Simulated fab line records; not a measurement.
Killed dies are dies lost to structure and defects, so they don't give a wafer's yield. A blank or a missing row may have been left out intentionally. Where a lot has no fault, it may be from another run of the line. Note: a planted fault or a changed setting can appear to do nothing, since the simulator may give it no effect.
Which tool was responsible? || flow berkeley-cmos170 || 12 lots with 36 wafers sampled at 7 steps, on a route of 331 steps

== WHAT THE GAUGES SHOWED, per wafer ==
UCB170_FIELD_THK_MEAS_02.
{"lot": "L647", "measured": "day 4 11:52", "on": "film-metro-01", "FIELD_OXIDE_THK (nm)": "569 571 570"}
{"lot": "L648", "measured": "day 4 18:11", "on": "film-metro-01", "FIELD_OXIDE_THK (nm)": "560 555 556"}
{"lot": "L649", "measured": "day 4 18:12", "on": "film-metro-03", "FIELD_OXIDE_THK (nm)": "560 568 565"}
{"lot": "L650", "measured": "day 5 06:06", "on": "film-metro-01", "FIELD_OXIDE_THK (nm)": "553 563 560"}
{"lot": "L651", "measured": "day 5 06:07", "on": "film-metro-03", "FIELD_OXIDE_THK (nm)": "560 566 564"}
{"lot": "L652", "measured": "day 5 12:03", "on": "film-metro-01", "FIELD_OXIDE_THK (nm)": "568 565 567"}
{"lot": "L653", "measured": "day 5 22:17", "on": "film-metro-02", "FIELD_OXIDE_THK (nm)": "546 546 550"}
{"lot": "L654", "measured": "day 6 06:47", "on": "film-metro-02", "FIELD_OXIDE_THK (nm)": "627 622 614"}
{"lot": "L655", "measured": "day 6 06:48", "on": "film-metro-03", "FIELD_OXIDE_THK (nm)": "621 618 636"}
{"lot": "L656", "measured": "day 6 06:47", "on": "film-metro-01", "FIELD_OXIDE_THK (nm)": "619 613 613"}
{"lot": "L658", "measured": "day 6 17:09", "on": "film-metro-02", "FIELD_OXIDE_THK (nm)": "558 554 560"}
{"lot": "L670", "measured": "day 9 03:36", "on": "film-metro-03", "FIELD_OXIDE_THK (nm)": "551 549 553"}

UCB170_FIELD_THK_MEAS_90.
{"lot": "L647", "measured": "day 4 23:19", "on": "film-metro-01", "FIELD_OXIDE_LEFT_1_THK (nm)": "454 457 455"}
{"lot": "L648", "measured": "day 5 00:10", "on": "film-metro-02", "FIELD_OXIDE_LEFT_1_THK (nm)": "445 439 439"}
{"lot": "L649", "measured": "day 5 00:11", "on": "film-metro-01", "FIELD_OXIDE_LEFT_1_THK (nm)": "444 450 447"}
{"lot": "L650", "measured": "day 5 14:12", "on": "film-metro-02", "FIELD_OXIDE_LEFT_1_THK (nm)": "438 449 445"}
{"lot": "L651", "measured": "day 5 14:13", "on": "film-metro-01", "FIELD_OXIDE_LEFT_1_THK (nm)": "443 449 446"}
{"lot": "L652", "measured": "day 5 18:37", "on": "film-metro-01", "FIELD_OXIDE_LEFT_1_THK (nm)": "451 447 451"}
{"lot": "L653", "measured": "day 6 05:31", "on": "film-metro-03", "FIELD_OXIDE_LEFT_1_THK (nm)": "429 429 432"}
{"lot": "L654", "measured": "day 6 15:40", "on": "film-metro-02", "FIELD_OXIDE_LEFT_1_THK (nm)": "511 505 497"}
{"lot": "L655", "measured": "day 6 15:41", "on": "film-metro-01", "FIELD_OXIDE_LEFT_1_THK (nm)": "504 503 520"}
{"lot": "L656", "measured": "day 6 15:40", "on": "film-metro-03", "FIELD_OXIDE_LEFT_1_THK (nm)": "503 499 498"}
{"lot": "L658", "measured": "day 7 02:05", "on": "film-metro-03", "FIELD_OXIDE_LEFT_1_THK (nm)": "441 436 442"}
{"lot": "L670", "measured": "day 9 10:25", "on": "film-metro-03", "FIELD_OXIDE_LEFT_1_THK (nm)": "433 430 435"}

UCB170_FIELD_THK_MEAS_91.
{"lot": "L647", "measured": "day 5 16:00", "on": "film-metro-02", "FIELD_OXIDE_LEFT_2_THK (nm)": "365 367 366"}
{"lot": "L648", "measured": "day 5 15:43", "on": "film-metro-02", "FIELD_OXIDE_LEFT_2_THK (nm)": "355 350 350"}
{"lot": "L649", "measured": "day 5 16:24", "on": "film-metro-02", "FIELD_OXIDE_LEFT_2_THK (nm)": "356 362 360"}
{"lot": "L650", "measured": "day 6 07:04", "on": "film-metro-01", "FIELD_OXIDE_LEFT_2_THK (nm)": "350 360 356"}
{"lot": "L651", "measured": "day 6 07:08", "on": "film-metro-03", "FIELD_OXIDE_LEFT_2_THK (nm)": "354 361 359"}
{"lot": "L652", "measured": "day 6 12:42", "on": "film-metro-01", "FIELD_OXIDE_LEFT_2_THK (nm)": "362 360 362"}
{"lot": "L653", "measured": "day 7 00:23", "on": "film-metro-01", "FIELD_OXIDE_LEFT_2_THK (nm)": "341 341 344"}
{"lot": "L654", "measured": "day 7 10:59", "on": "film-metro-01", "FIELD_OXIDE_LEFT_2_THK (nm)": "422 417 408"}
{"lot": "L655", "measured": "day 7 10:10", "on": "film-metro-02", "FIELD_OXIDE_LEFT_2_THK (nm)": "417 415 432"}
{"lot": "L656", "measured": "day 7 10:27", "on": "film-metro-01", "FIELD_OXIDE_LEFT_2_THK (nm)": "414 410 410"}
{"lot": "L658", "measured": "day 7 16:03", "on": "film-metro-02", "FIELD_OXIDE_LEFT_2_THK (nm)": "353 349 355"}
{"lot": "L670", "measured": "day 9 23:29", "on": "film-metro-03", "FIELD_OXIDE_LEFT_2_THK (nm)": "346 343 348"}

UCB170_M3_CD_MEAS_90: target cd 700 nm.
{"lot": "L647", "measured": "day 7 19:29", "on": "cd-sem-01", "cd-nm (nm)": "706 704 703"}
{"lot": "L648", "measured": "day 7 15:46", "on": "cd-sem-02", "cd-nm (nm)": "693 696 698"}
{"lot": "L649", "measured": "day 7 19:56", "on": "cd-sem-01", "cd-nm (nm)": "694 697 694"}
{"lot": "L650", "measured": "day 8 06:04", "on": "cd-sem-01", "cd-nm (nm)": "699 695 703"}
{"lot": "L651", "measured": "day 8 06:33", "on": "cd-sem-01", "cd-nm (nm)": "710 701 702"}
{"lot": "L652", "measured": "day 8 16:50", "on": "cd-sem-01", "cd-nm (nm)": "702 705 701"}
{"lot": "L653", "measured": "day 9 05:33", "on": "cd-sem-02", "cd-nm (nm)": "698 691 689"}
{"lot": "L654", "measured": "day 9 16:17", "on": "cd-sem-02", "cd-nm (nm)": "698 698 697"}
{"lot": "L655", "measured": "day 9 18:50", "on": "cd-sem-02", "cd-nm (nm)": "706 702 705"}
{"lot": "L656", "measured": "day 9 16:15", "on": "cd-sem-01", "cd-nm (nm)": "698 701 699"}
{"lot": "L658", "measured": "day 9 21:53", "on": "cd-sem-02", "cd-nm (nm)": "707 704 708"}
{"lot": "L670", "measured": "day 12 04:31", "on": "cd-sem-02", "cd-nm (nm)": "691 697 700"}

== EACH LOT AND THE TOOL THAT RAN IT (in order: tool; ch and the chambers of the sampled wafers; start) ==
{"lot": "L647", "UCB170_FIELD_OXIDATION_01": "furnace-03 ch 0, day 4 08:52", "UCB170_SDANNEAL_RTA_00": "rtp-anneal-02 ch 0, day 6 19:21", "UCB170_M2_STRIP_07": "plasma-asher-02 ch 1, day 7 11:30"}
{"lot": "L648", "UCB170_FIELD_OXIDATION_01": "furnace-02 ch 0, day 4 15:11", "UCB170_SDANNEAL_RTA_00": "rtp-anneal-01 ch 0, day 6 18:38", "UCB170_M2_STRIP_07": "plasma-asher-01 ch 0,1, day 7 07:43"}
{"lot": "L649", "UCB170_FIELD_OXIDATION_01": "furnace-02 ch 0, day 4 15:11", "UCB170_SDANNEAL_RTA_00": "rtp-anneal-02 ch 0, day 6 19:32", "UCB170_M2_STRIP_07": "plasma-asher-02 ch 0,1, day 7 12:24"}
{"lot": "L650", "UCB170_FIELD_OXIDATION_01": "furnace-04 ch 0, day 5 03:06", "UCB170_SDANNEAL_RTA_00": "rtp-anneal-02 ch 0, day 7 07:11", "UCB170_M2_STRIP_07": "plasma-asher-02 ch 0,1, day 7 23:14"}
{"lot": "L651", "UCB170_FIELD_OXIDATION_01": "furnace-04 ch 0, day 5 03:06", "UCB170_SDANNEAL_RTA_00": "rtp-anneal-01 ch 0, day 7 07:22", "UCB170_M2_STRIP_07": "plasma-asher-04 ch 1, day 7 23:35"}
{"lot": "L652", "UCB170_FIELD_OXIDATION_01": "furnace-02 ch 0, day 5 09:02", "UCB170_SDANNEAL_RTA_00": "rtp-anneal-01 ch 0, day 7 16:55", "UCB170_M2_STRIP_07": "plasma-asher-04 ch 0,1, day 8 08:41"}
{"lot": "L653", "UCB170_FIELD_OXIDATION_01": "furnace-04 ch 0, day 5 19:17", "UCB170_SDANNEAL_RTA_00": "rtp-anneal-02 ch 0, day 8 01:30", "UCB170_M2_STRIP_07": "plasma-asher-02 ch 0,1, day 8 18:44"}
{"lot": "L654", "UCB170_FIELD_OXIDATION_01": "furnace-04 ch 0, day 6 03:47", "UCB170_SDANNEAL_RTA_00": "rtp-anneal-01 ch 0, day 8 13:07", "UCB170_M2_STRIP_07": "plasma-asher-04 ch 0,1, day 9 06:04"}
{"lot": "L655", "UCB170_FIELD_OXIDATION_01": "furnace-04 ch 0, day 6 03:47", "UCB170_SDANNEAL_RTA_00": "rtp-anneal-01 ch 0, day 8 13:44", "UCB170_M2_STRIP_07": "plasma-asher-02 ch 0,1, day 9 07:40"}
{"lot": "L656", "UCB170_FIELD_OXIDATION_01": "furnace-04 ch 0, day 6 03:47", "UCB170_SDANNEAL_RTA_00": "rtp-anneal-02 ch 0, day 8 13:33", "UCB170_M2_STRIP_07": "plasma-asher-04 ch 1, day 9 06:26"}
{"lot": "L658", "UCB170_FIELD_OXIDATION_01": "furnace-03 ch 0, day 6 14:09", "UCB170_SDANNEAL_RTA_00": "rtp-anneal-02 ch 0, day 8 15:37", "UCB170_M2_STRIP_07": "plasma-asher-04 ch 0,1, day 9 13:34"}
{"lot": "L670", "UCB170_FIELD_OXIDATION_01": "furnace-02 ch 0, day 9 00:36", "UCB170_SDANNEAL_RTA_00": "rtp-anneal-01 ch 0, day 11 04:55", "UCB170_M2_STRIP_07": "plasma-asher-02 ch 0,1, day 11 20:45"}
- UCB170_FIELD_OXIDATION_01: target thk 558.3 nm, ox time 7200 s.
- UCB170_SDANNEAL_RTA_00: time 10 s.
- UCB170_M2_STRIP_07: strips in O2.

== AS READ BY THE TOOLS THEMSELVES (means over the sampled wafers that have a number; for cases with no such wafer, the mark the record gives instead) ==
UCB170_FIELD_OXIDATION_01.
{"lot": "L647", "tool": "furnace-03", "spike-tc-centre-C (C)": 1002.8, "spike-tc-load-C (C)": 1022.7, "spike-tc-source-C (C)": 1019.1, "tube-center-temp-C (C)": 1000, "tube_center_temp_C_max": 1002.5, "zone-power-load-pct (%)": 35}
{"lot": "L648", "tool": "furnace-02", "spike-tc-centre-C (C)": 1000.6, "spike-tc-load-C (C)": 1029.0, "spike-tc-source-C (C)": 1023.5, "tube-center-temp-C (C)": 1000, "tube_center_temp_C_max": 1002.4, "zone-power-load-pct (%)": 34}
{"lot": "L649", "tool": "furnace-02", "spike-tc-centre-C (C)": 1001.0, "spike-tc-load-C (C)": 1027.5, "spike-tc-source-C (C)": 1025.2, "tube-center-temp-C (C)": 1000, "tube_center_temp_C_max": 1002.3, "zone-power-load-pct (%)": 34}
{"lot": "L650", "tool": "furnace-04", "spike-tc-centre-C (C)": 1002.2, "spike-tc-load-C (C)": 1031.3, "spike-tc-source-C (C)": 1025.0, "tube-center-temp-C (C)": 1000, "tube_center_temp_C_max": 1002.8, "zone-power-load-pct (%)": 28}
{"lot": "L651", "tool": "furnace-04", "spike-tc-centre-C (C)": 1001.9, "spike-tc-load-C (C)": 1031.5, "spike-tc-source-C (C)": 1026.2, "tube-center-temp-C (C)": 1000, "tube_center_temp_C_max": 1002.7, "zone-power-load-pct (%)": 28}
{"lot": "L652", "tool": "furnace-02", "spike-tc-centre-C (C)": 1001.2, "spike-tc-load-C (C)": 1029.5, "spike-tc-source-C (C)": 1024.7, "tube-center-temp-C (C)": 1000, "tube_center_temp_C_max": 1002.7, "zone-power-load-pct (%)": 34}
{"lot": "L653", "tool": "furnace-04", "spike-tc-centre-C (C)": 1002.5, "spike-tc-load-C (C)": 1031.5, "spike-tc-source-C (C)": 1025.8, "tube-center-temp-C (C)": 1000, "tube_center_temp_C_max": 1002.7, "zone-power-load-pct (%)": 28}
{"lot": "L654", "tool": "furnace-04", "spike-tc-centre-C (C)": 1023.2, "spike-tc-load-C (C)": 1051.9, "spike-tc-source-C (C)": 1046.5, "tube-center-temp-C (C)": 1020, "tube_center_temp_C_max": 1022.5, "zone-power-load-pct (%)": 29}
{"lot": "L655", "tool": "furnace-04", "spike-tc-centre-C (C)": 1022.4, "spike-tc-load-C (C)": 1052.0, "spike-tc-source-C (C)": 1047.1, "tube-center-temp-C (C)": 1020, "tube_center_temp_C_max": 1022.5, "zone-power-load-pct (%)": 29}
{"lot": "L656", "tool": "furnace-04", "spike-tc-centre-C (C)": 1021.0, "spike-tc-load-C (C)": 1051.1, "spike-tc-source-C (C)": 1046.5, "tube-center-temp-C (C)": 1020, "tube_center_temp_C_max": 1022.5, "zone-power-load-pct (%)": 29}
{"lot": "L658", "tool": "furnace-03", "spike-tc-centre-C (C)": 1002.9, "spike-tc-load-C (C)": 1022.9, "spike-tc-source-C (C)": 1018.7, "tube-center-temp-C (C)": 1000, "tube_center_temp_C_max": 1002.6, "zone-power-load-pct (%)": 35}
{"lot": "L670", "tool": "furnace-02", "spike-tc-centre-C (C)": 1003.0, "spike-tc-load-C (C)": 1029.0, "spike-tc-source-C (C)": 1023.7, "tube-center-temp-C (C)": 1000, "tube_center_temp_C_max": 1002.7, "zone-power-load-pct (%)": 34}

UCB170_SDANNEAL_RTA_00.
{"lot": "L647", "tool": "rtp-anneal-02", "lamp-power-pct (%)": 26.2, "wafer_temp_C_max": 902.0}
{"lot": "L648", "tool": "rtp-anneal-01", "lamp-power-pct (%)": 27.2, "wafer_temp_C_max": 905.2}
{"lot": "L649", "tool": "rtp-anneal-02", "lamp-power-pct (%)": 26.2, "wafer_temp_C_max": 902.6}
{"lot": "L650", "tool": "rtp-anneal-02", "lamp-power-pct (%)": 26.2, "wafer_temp_C_max": 902.5}
{"lot": "L651", "tool": "rtp-anneal-01", "lamp-power-pct (%)": 27.3, "wafer_temp_C_max": 904.9}
{"lot": "L652", "tool": "rtp-anneal-01", "lamp-power-pct (%)": 27.2, "wafer_temp_C_max": 904.9}
{"lot": "L653", "tool": "rtp-anneal-02", "lamp-power-pct (%)": 26.2, "wafer_temp_C_max": 902.3}
{"lot": "L654", "tool": "rtp-anneal-01", "lamp-power-pct (%)": 27.2, "wafer_temp_C_max": 904.5}
{"lot": "L655", "tool": "rtp-anneal-01", "lamp-power-pct (%)": 27.2, "wafer_temp_C_max": 904.3}
{"lot": "L656", "tool": "rtp-anneal-02", "lamp-power-pct (%)": 26.2, "wafer_temp_C_max": 902.7}
{"lot": "L658", "tool": "rtp-anneal-02", "lamp-power-pct (%)": 26.2, "wafer_temp_C_max": 902.8}
{"lot": "L670", "tool": "rtp-anneal-01", "lamp-power-pct (%)": 27.3, "wafer_temp_C_max": 904.6}

UCB170_M2_STRIP_07.
{"lot": "L647", "tool": "plasma-asher-02", "drypump-motor-current-A (A)": 5.1, "oes-product-au (a.u.)": 0.738, "strip-time-to-endpoint-s (s)": 21.95}
{"lot": "L648", "tool": "plasma-asher-01", "drypump-motor-current-A (A)": 5.8, "oes-product-au (a.u.)": 0.737, "strip-time-to-endpoint-s (s)": 21.88}
{"lot": "L649", "tool": "plasma-asher-02", "drypump-motor-current-A (A)": 5.3, "oes-product-au (a.u.)": 0.734, "strip-time-to-endpoint-s (s)": 22.00}
{"lot": "L650", "tool": "plasma-asher-02", "drypump-motor-current-A (A)": 5.5, "oes-product-au (a.u.)": 0.736, "strip-time-to-endpoint-s (s)": 21.97}
{"lot": "L651", "tool": "plasma-asher-04", "drypump-motor-current-A (A)": 6.1, "oes-product-au (a.u.)": 0.740, "strip-time-to-endpoint-s (s)": 22.01}
{"lot": "L652", "tool": "plasma-asher-04", "drypump-motor-current-A (A)": 5.7, "oes-product-au (a.u.)": 0.737, "strip-time-to-endpoint-s (s)": 21.89}
{"lot": "L653", "tool": "plasma-asher-02", "drypump-motor-current-A (A)": 5.5, "oes-product-au (a.u.)": 0.736, "strip-time-to-endpoint-s (s)": 21.99}
{"lot": "L654", "tool": "plasma-asher-04", "drypump-motor-current-A (A)": 5.8, "oes-product-au (a.u.)": 0.735, "strip-time-to-endpoint-s (s)": 21.96}
{"lot": "L655", "tool": "plasma-asher-02", "drypump-motor-current-A (A)": 5.3, "oes-product-au (a.u.)": 0.737, "strip-time-to-endpoint-s (s)": 21.91}
{"lot": "L656", "tool": "plasma-asher-04", "drypump-motor-current-A (A)": 6.0, "oes-product-au (a.u.)": 0.737, "strip-time-to-endpoint-s (s)": 21.99}
{"lot": "L658", "tool": "plasma-asher-04", "drypump-motor-current-A (A)": 5.6, "oes-product-au (a.u.)": 0.734, "strip-time-to-endpoint-s (s)": 21.97}
{"lot": "L670", "tool": "plasma-asher-02", "drypump-motor-current-A (A)": 5.3, "oes-product-au (a.u.)": 0.739, "strip-time-to-endpoint-s (s)": 22.04}

== THE ANSWER, worked out from the rows above alone ==
Rule: the lots themselves supply what counts as usual. Put in order of their means at a reading, lots are off if they are a third of the lots or fewer, leave a main group of 4 or more, and stand apart from it by a gap of 3 or more times the standard deviation of the main group's means; of several such gaps the widest counts. Not used: any main group whose means are identical at the precision the tables above print for the reading. Also off: a lot with no number at a reading for which 4 or more lots have one. The other lots that the step has rows for count as sound. The gauges are gone through in route order, then the tools' own readings, and for those a lot's mean is taken as printed above. At the first step where some lot is off, the reading lying furthest off is the one used; lots without a number count as furthest.
Off: at UCB170_FIELD_THK_MEAS_02 (FIELD_OXIDE_THK), L654, L655, L656. Main group: mean 560 nm, sd 6.9.
A tool fits if, at a process step before that reading, it ran every lot that is off, and no sound lot after the first of them. Not tried: the gauges at UCB170_FIELD_THK_MEAS_02; whatever is off there is also off at UCB170_FIELD_OXIDATION_01, on other tools, and gauge error can't account for it. One fits: furnace-04 at UCB170_FIELD_OXIDATION_01. A fault onset in the window from L653 (day 5 19:17, its last sound lot) to L654 (day 6 03:47, its first lot off) fits.
The tool's own readings at UCB170_FIELD_OXIDATION_01 bear it out: on the lots that are off they differ by more than 5 times the standard deviation of the sound lots' means. spike-tc-centre-C reads 1022.2 C there against 1002.0 C on the sound lots; spike-tc-load-C reads 1051.7 C there against 1028.3 C on the sound lots; spike-tc-source-C reads 1046.7 C there against 1023.5 C on the sound lots; tube-center-temp-C reads 1020 C there against 1000 C on the sound lots; tube_center_temp_C_max reads 1022.5 there against 1002.6 on the sound lots.

== WHAT HAD BEEN PUT IN BY THE SIMULATOR ==
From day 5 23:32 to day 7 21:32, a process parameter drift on furnace-04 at UCB170_FIELD_OXIDATION_01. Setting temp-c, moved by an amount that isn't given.
Struck lots among those shown: L654, L656, L655. Same finding as the rule above.
